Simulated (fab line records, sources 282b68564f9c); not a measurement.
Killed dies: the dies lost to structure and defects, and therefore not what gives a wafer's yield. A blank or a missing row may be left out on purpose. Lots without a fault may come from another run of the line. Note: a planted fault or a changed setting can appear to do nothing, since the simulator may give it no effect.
Which of the tools did it? || flow ritCmos || 13 lots with 39 wafers sampled at 6 steps, on a route of 202 steps

WHAT THE GAUGES READ, wafer by wafer
RIT_PWELL_TW_MEAS_10.
{"lot": "L328", "measured": "day 1 22:22", "on": "filmMetro-04", "PWELL_TW": "955 961 948"}
{"lot": "L329", "measured": "day 2 04:59", "on": "filmMetro-02", "PWELL_TW": "962 962 961"}
{"lot": "L330", "measured": "day 2 09:07", "on": "filmMetro-02", "PWELL_TW": "960 958 960"}
{"lot": "L331", "measured": "day 2 15:34", "on": "filmMetro-03", "PWELL_TW": "947 949 953"}
{"lot": "L332", "measured": "day 2 19:11", "on": "filmMetro-03", "PWELL_TW": "950 953 949"}
{"lot": "L333", "measured": "day 3 00:11", "on": "filmMetro-02", "PWELL_TW": "961 960 959"}
{"lot": "L334", "measured": "day 3 04:25", "on": "filmMetro-03", "PWELL_TW": "953 953 956"}
{"lot": "L342", "measured": "day 4 21:36", "on": "filmMetro-04", "PWELL_TW": "962 960 959"}
{"lot": "L346", "measured": "day 5 17:22", "on": "filmMetro-02", "PWELL_TW": "956 953 956"}
{"lot": "L348", "measured": "day 6 02:59", "on": "filmMetro-03", "PWELL_TW": "959 960 962"}
{"lot": "L349", "measured": "day 6 08:01", "on": "filmMetro-02", "PWELL_TW": "961 964 957"}
{"lot": "L350", "measured": "day 6 13:20", "on": "filmMetro-02", "PWELL_TW": "962 960 953"}
{"lot": "L351", "measured": "day 6 17:30", "on": "filmMetro-03", "PWELL_TW": "963 962 963"}

RIT_NLDD_TW_MEAS_10.
{"lot": "L328", "measured": "day 2 17:22", "on": "filmMetro-04", "NLDD_TW": "2506 2496 2525"}
{"lot": "L329", "measured": "day 2 23:47", "on": "filmMetro-04", "NLDD_TW": "2508 2521 2503"}
{"lot": "L330", "measured": "day 3 04:20", "on": "filmMetro-02", "NLDD_TW": "2511 2508 2512"}
{"lot": "L331", "measured": "day 3 09:50", "on": "filmMetro-02", "NLDD_TW": "2517 2504 2519"}
{"lot": "L332", "measured": "day 3 14:25", "on": "filmMetro-01", "NLDD_TW": "2314 2464 2345"}
{"lot": "L333", "measured": "day 3 18:21", "on": "filmMetro-01", "NLDD_TW": "2473 2470 2468"}
{"lot": "L334", "measured": "day 3 23:02", "on": "filmMetro-01", "NLDD_TW": "2473 2475 2479"}
{"lot": "L342", "measured": "day 5 16:37", "on": "filmMetro-02", "NLDD_TW": "2508 2496 2503"}
{"lot": "L346", "measured": "day 6 12:02", "on": "filmMetro-04", "NLDD_TW": "2508 2506 2524"}
{"lot": "L348", "measured": "day 6 22:26", "on": "filmMetro-04", "NLDD_TW": "2505 2519 2520"}
{"lot": "L349", "measured": "day 7 02:37", "on": "filmMetro-02", "NLDD_TW": "2495 2500 2501"}
{"lot": "L350", "measured": "day 7 07:46", "on": "filmMetro-02", "NLDD_TW": "2498 2516 2509"}
{"lot": "L351", "measured": "day 7 12:09", "on": "filmMetro-01", "NLDD_TW": "2497 2489 2489"}

RIT_SDANNEAL_RS_MEAS_07: measures by four-point-probe.
{"lot": "L328", "measured": "day 3 01:14", "on": "filmMetro-04", "NLDD_RS (ohm/sq)": "152.6 152.3 152.5"}
{"lot": "L329", "measured": "day 3 07:25", "on": "filmMetro-04", "NLDD_RS (ohm/sq)": "152.8 152.4 152.9"}
{"lot": "L330", "measured": "day 3 12:19", "on": "filmMetro-02", "NLDD_RS (ohm/sq)": "152.0 152.0 152.4"}
{"lot": "L331", "measured": "day 3 18:12", "on": "filmMetro-04", "NLDD_RS (ohm/sq)": "152.0 151.6 151.8"}
{"lot": "L332", "measured": "day 3 22:07", "on": "filmMetro-01", "NLDD_RS (ohm/sq)": "- - -"}
{"lot": "L333", "measured": "day 4 02:20", "on": "filmMetro-04", "NLDD_RS (ohm/sq)": "152.3 152.1 152.5"}
{"lot": "L334", "measured": "day 4 06:58", "on": "filmMetro-04", "NLDD_RS (ohm/sq)": "151.8 151.3 151.6"}
{"lot": "L342", "measured": "day 6 00:22", "on": "filmMetro-02", "NLDD_RS (ohm/sq)": "151.1 151.6 151.2"}
{"lot": "L346", "measured": "day 6 19:47", "on": "filmMetro-01", "NLDD_RS (ohm/sq)": "150.8 151.4 150.8"}
{"lot": "L348", "measured": "day 7 06:24", "on": "filmMetro-01", "NLDD_RS (ohm/sq)": "152.2 152.3 152.1"}
{"lot": "L349", "measured": "day 7 10:31", "on": "filmMetro-04", "NLDD_RS (ohm/sq)": "152.0 152.2 152.3"}
{"lot": "L350", "measured": "day 7 15:23", "on": "filmMetro-04", "NLDD_RS (ohm/sq)": "151.9 151.9 151.5"}
{"lot": "L351", "measured": "day 7 19:55", "on": "filmMetro-02", "NLDD_RS (ohm/sq)": "152.1 151.4 152.0"}

TOOL THAT RAN EACH LOT (tool first, then ch and the chambers of the sampled wafers, then the start)
{"lot": "L328", "RIT_PRETRO_STRIP_09": "plasmaAsher-04 ch 0,1, day 2 06:55", "RIT_NLDD_IMPLANT_08": "implanter-03 ch 0, day 2 17:04", "RIT_NSD_STRIP_09": "plasmaAsher-04 ch 0,1, day 2 22:34"}
{"lot": "L329", "RIT_PRETRO_STRIP_09": "plasmaAsher-03 ch 0,1, day 2 13:16", "RIT_NLDD_IMPLANT_08": "implanter-04 ch 0, day 2 23:31", "RIT_NSD_STRIP_09": "plasmaAsher-03 ch 0,1, day 3 04:59"}
{"lot": "L330", "RIT_PRETRO_STRIP_09": "plasmaAsher-04 ch 0,1, day 2 17:29", "RIT_NLDD_IMPLANT_08": "implanter-03 ch 0, day 3 04:01", "RIT_NSD_STRIP_09": "plasmaAsher-03 ch 0,1, day 3 09:52"}
{"lot": "L331", "RIT_PRETRO_STRIP_09": "plasmaAsher-03 ch 0,1, day 2 23:59", "RIT_NLDD_IMPLANT_08": "implanter-04 ch 0, day 3 09:32", "RIT_NSD_STRIP_09": "plasmaAsher-03 ch 0,1, day 3 15:26"}
{"lot": "L332", "RIT_PRETRO_STRIP_09": "plasmaAsher-02 ch 0,1, day 3 03:36", "RIT_NLDD_IMPLANT_08": "implanter-03 ch 0, day 3 14:06", "RIT_NSD_STRIP_09": "plasmaAsher-02 ch 1, day 3 19:40"}
{"lot": "L333", "RIT_PRETRO_STRIP_09": "plasmaAsher-02 ch 0,1, day 3 08:33", "RIT_NLDD_IMPLANT_08": "implanter-04 ch 0, day 3 18:02", "RIT_NSD_STRIP_09": "plasmaAsher-04 ch 0,1, day 3 23:50"}
{"lot": "L334", "RIT_PRETRO_STRIP_09": "plasmaAsher-02 ch 0,1, day 3 12:47", "RIT_NLDD_IMPLANT_08": "implanter-02 ch 0, day 3 22:42", "RIT_NSD_STRIP_09": "plasmaAsher-03 ch 0,1, day 4 04:28"}
{"lot": "L342", "RIT_PRETRO_STRIP_09": "plasmaAsher-04 ch 0,1, day 5 06:01", "RIT_NLDD_IMPLANT_08": "implanter-04 ch 0, day 5 16:20", "RIT_NSD_STRIP_09": "plasmaAsher-03 ch 0,1, day 5 21:49"}
{"lot": "L346", "RIT_PRETRO_STRIP_09": "plasmaAsher-03 ch 0,1, day 6 02:08", "RIT_NLDD_IMPLANT_08": "implanter-02 ch 0, day 6 11:44", "RIT_NSD_STRIP_09": "plasmaAsher-02 ch 0,1, day 6 17:21"}
{"lot": "L348", "RIT_PRETRO_STRIP_09": "plasmaAsher-04 ch 0,1, day 6 11:47", "RIT_NLDD_IMPLANT_08": "implanter-02 ch 0, day 6 22:08", "RIT_NSD_STRIP_09": "plasmaAsher-04 ch 0,1, day 7 03:49"}
{"lot": "L349", "RIT_PRETRO_STRIP_09": "plasmaAsher-04 ch 0,1, day 6 16:46", "RIT_NLDD_IMPLANT_08": "implanter-02 ch 0, day 7 02:19", "RIT_NSD_STRIP_09": "plasmaAsher-02 ch 0,1, day 7 07:56"}
{"lot": "L350", "RIT_PRETRO_STRIP_09": "plasmaAsher-04 ch 0,1, day 6 21:43", "RIT_NLDD_IMPLANT_08": "implanter-02 ch 0, day 7 07:26", "RIT_NSD_STRIP_09": "plasmaAsher-04 ch 0,1, day 7 12:56"}
{"lot": "L351", "RIT_PRETRO_STRIP_09": "plasmaAsher-02 ch 0,1, day 7 01:52", "RIT_NLDD_IMPLANT_08": "implanter-03 ch 0, day 7 11:49", "RIT_NSD_STRIP_09": "plasmaAsher-02 ch 0,1, day 7 17:28"}
- RIT_PRETRO_STRIP_09: strips in O2, time 180 s.
- RIT_NLDD_IMPLANT_08
- RIT_NSD_STRIP_09: strips in O2, time 180 s.

WHAT THE TOOLS THEMSELVES READ (means of the sampled wafers that have a number; where no wafer has one, the mark that the record gives instead)
RIT_PRETRO_STRIP_09.
{"lot": "L328", "tool": "plasmaAsher-04", "drypumpMotorCurrentA (A)": 5.0, "rfReflPowerW (W)": 7.4}
{"lot": "L329", "tool": "plasmaAsher-03", "drypumpMotorCurrentA (A)": 5.6, "rfReflPowerW (W)": 7.4}
{"lot": "L330", "tool": "plasmaAsher-04", "drypumpMotorCurrentA (A)": 5.4, "rfReflPowerW (W)": 7.8}
{"lot": "L331", "tool": "plasmaAsher-03", "drypumpMotorCurrentA (A)": 5.6, "rfReflPowerW (W)": 8.5}
{"lot": "L332", "tool": "plasmaAsher-02", "drypumpMotorCurrentA (A)": 5.7, "rfReflPowerW (W)": 7.2}
{"lot": "L333", "tool": "plasmaAsher-02", "drypumpMotorCurrentA (A)": 6.2, "rfReflPowerW (W)": 7.7}
{"lot": "L334", "tool": "plasmaAsher-02", "drypumpMotorCurrentA (A)": 5.7, "rfReflPowerW (W)": 7.4}
{"lot": "L342", "tool": "plasmaAsher-04", "drypumpMotorCurrentA (A)": 5.4, "rfReflPowerW (W)": 8.3}
{"lot": "L346", "tool": "plasmaAsher-03", "drypumpMotorCurrentA (A)": 5.6, "rfReflPowerW (W)": 8.5}
{"lot": "L348", "tool": "plasmaAsher-04", "drypumpMotorCurrentA (A)": 5.4, "rfReflPowerW (W)": 8.1}
{"lot": "L349", "tool": "plasmaAsher-04", "drypumpMotorCurrentA (A)": 5.4, "rfReflPowerW (W)": 8.1}
{"lot": "L350", "tool": "plasmaAsher-04", "drypumpMotorCurrentA (A)": 5.0, "rfReflPowerW (W)": 7.5}
{"lot": "L351", "tool": "plasmaAsher-02", "drypumpMotorCurrentA (A)": 5.7, "rfReflPowerW (W)": 7.5}

RIT_NLDD_IMPLANT_08.
{"lot": "L328", "tool": "implanter-03", "beamOnS (s)": 10.05, "faradayCurrentUA": 1569}
{"lot": "L329", "tool": "implanter-04", "beamOnS (s)": 9.98, "faradayCurrentUA": 1573}
{"lot": "L330", "tool": "implanter-03", "beamOnS (s)": 9.97, "faradayCurrentUA": 1581}
{"lot": "L331", "tool": "implanter-04", "beamOnS (s)": 9.95, "faradayCurrentUA": 1582}
{"lot": "L332", "tool": "implanter-03", "beamOnS (s)": 9.93, "faradayCurrentUA": 1582}
{"lot": "L333", "tool": "implanter-04", "beamOnS (s)": 9.93, "faradayCurrentUA": 1581}
{"lot": "L334", "tool": "implanter-02", "beamOnS (s)": 10.05, "faradayCurrentUA": 1567}
{"lot": "L342", "tool": "implanter-04", "beamOnS (s)": 10.12, "faradayCurrentUA": 1556}
{"lot": "L346", "tool": "implanter-02", "beamOnS (s)": 9.73, "faradayCurrentUA": 1609}
{"lot": "L348", "tool": "implanter-02", "beamOnS (s)": 10.02, "faradayCurrentUA": 1570}
{"lot": "L349", "tool": "implanter-02", "beamOnS (s)": 10.08, "faradayCurrentUA": 1562}
{"lot": "L350", "tool": "implanter-02", "beamOnS (s)": 9.89, "faradayCurrentUA": 1595}
{"lot": "L351", "tool": "implanter-03", "beamOnS (s)": 10.10, "faradayCurrentUA": 1560}

RIT_NSD_STRIP_09.
{"lot": "L328", "tool": "plasmaAsher-04", "drypumpMotorCurrentA (A)": 5.0, "rfReflPowerW (W)": 7.4}
{"lot": "L329", "tool": "plasmaAsher-03", "drypumpMotorCurrentA (A)": 5.6, "rfReflPowerW (W)": 7.5}
{"lot": "L330", "tool": "plasmaAsher-03", "drypumpMotorCurrentA (A)": 5.6, "rfReflPowerW (W)": 8.5}
{"lot": "L331", "tool": "plasmaAsher-03", "drypumpMotorCurrentA (A)": 5.7, "rfReflPowerW (W)": 7.3}
{"lot": "L332", "tool": "plasmaAsher-02", "drypumpMotorCurrentA (A)": 6.6, "rfReflPowerW (W)": 7.9}
{"lot": "L333", "tool": "plasmaAsher-04", "drypumpMotorCurrentA (A)": 5.4, "rfReflPowerW (W)": 7.8}
{"lot": "L334", "tool": "plasmaAsher-03", "drypumpMotorCurrentA (A)": 5.6, "rfReflPowerW (W)": 8.0}
{"lot": "L342", "tool": "plasmaAsher-03", "drypumpMotorCurrentA (A)": 5.7, "rfReflPowerW (W)": 8.4}
{"lot": "L346", "tool": "plasmaAsher-02", "drypumpMotorCurrentA (A)": 5.7, "rfReflPowerW (W)": 7.3}
{"lot": "L348", "tool": "plasmaAsher-04", "drypumpMotorCurrentA (A)": 5.4, "rfReflPowerW (W)": 8.1}
{"lot": "L349", "tool": "plasmaAsher-02", "drypumpMotorCurrentA (A)": 6.2, "rfReflPowerW (W)": 7.8}
{"lot": "L350", "tool": "plasmaAsher-04", "drypumpMotorCurrentA (A)": 5.0, "rfReflPowerW (W)": 7.6}
{"lot": "L351", "tool": "plasmaAsher-02", "drypumpMotorCurrentA (A)": 6.2, "rfReflPowerW (W)": 7.6}

THE ANSWER, worked out from the rows above alone
Rule: the lots themselves supply what counts as usual. Put in order of their means at a reading, lots are off if they are a third of the lots or fewer, leave a main group of 4 or more, and stand apart from it by a gap of 3 or more times the standard deviation of the main group's means; of several such gaps the widest counts. Not used: any main group whose means are identical at the precision the tables above print for the reading. Also off: a lot with no number at a reading for which 4 or more lots have one. All remaining lots with rows at the step are treated as sound. The gauges are gone through in route order, then the tools' own readings, and for those a lot's mean is taken as printed above. The first step at which some lot is off is used, and at that step the reading that is off furthest; a lot without a number counts as furthest.
Off: L332, at RIT_NLDD_TW_MEAS_10 (NLDD_TW). Main group: mean 2501, sd 14.
If a tool, at a process step before that reading, ran all the lots that are off and no sound lot after the first of them, it fits. Those tools and the gauges at RIT_NLDD_TW_MEAS_10 are tried in the same way. No candidate that was tried fits.

WHAT THE SIMULATOR PUT IN
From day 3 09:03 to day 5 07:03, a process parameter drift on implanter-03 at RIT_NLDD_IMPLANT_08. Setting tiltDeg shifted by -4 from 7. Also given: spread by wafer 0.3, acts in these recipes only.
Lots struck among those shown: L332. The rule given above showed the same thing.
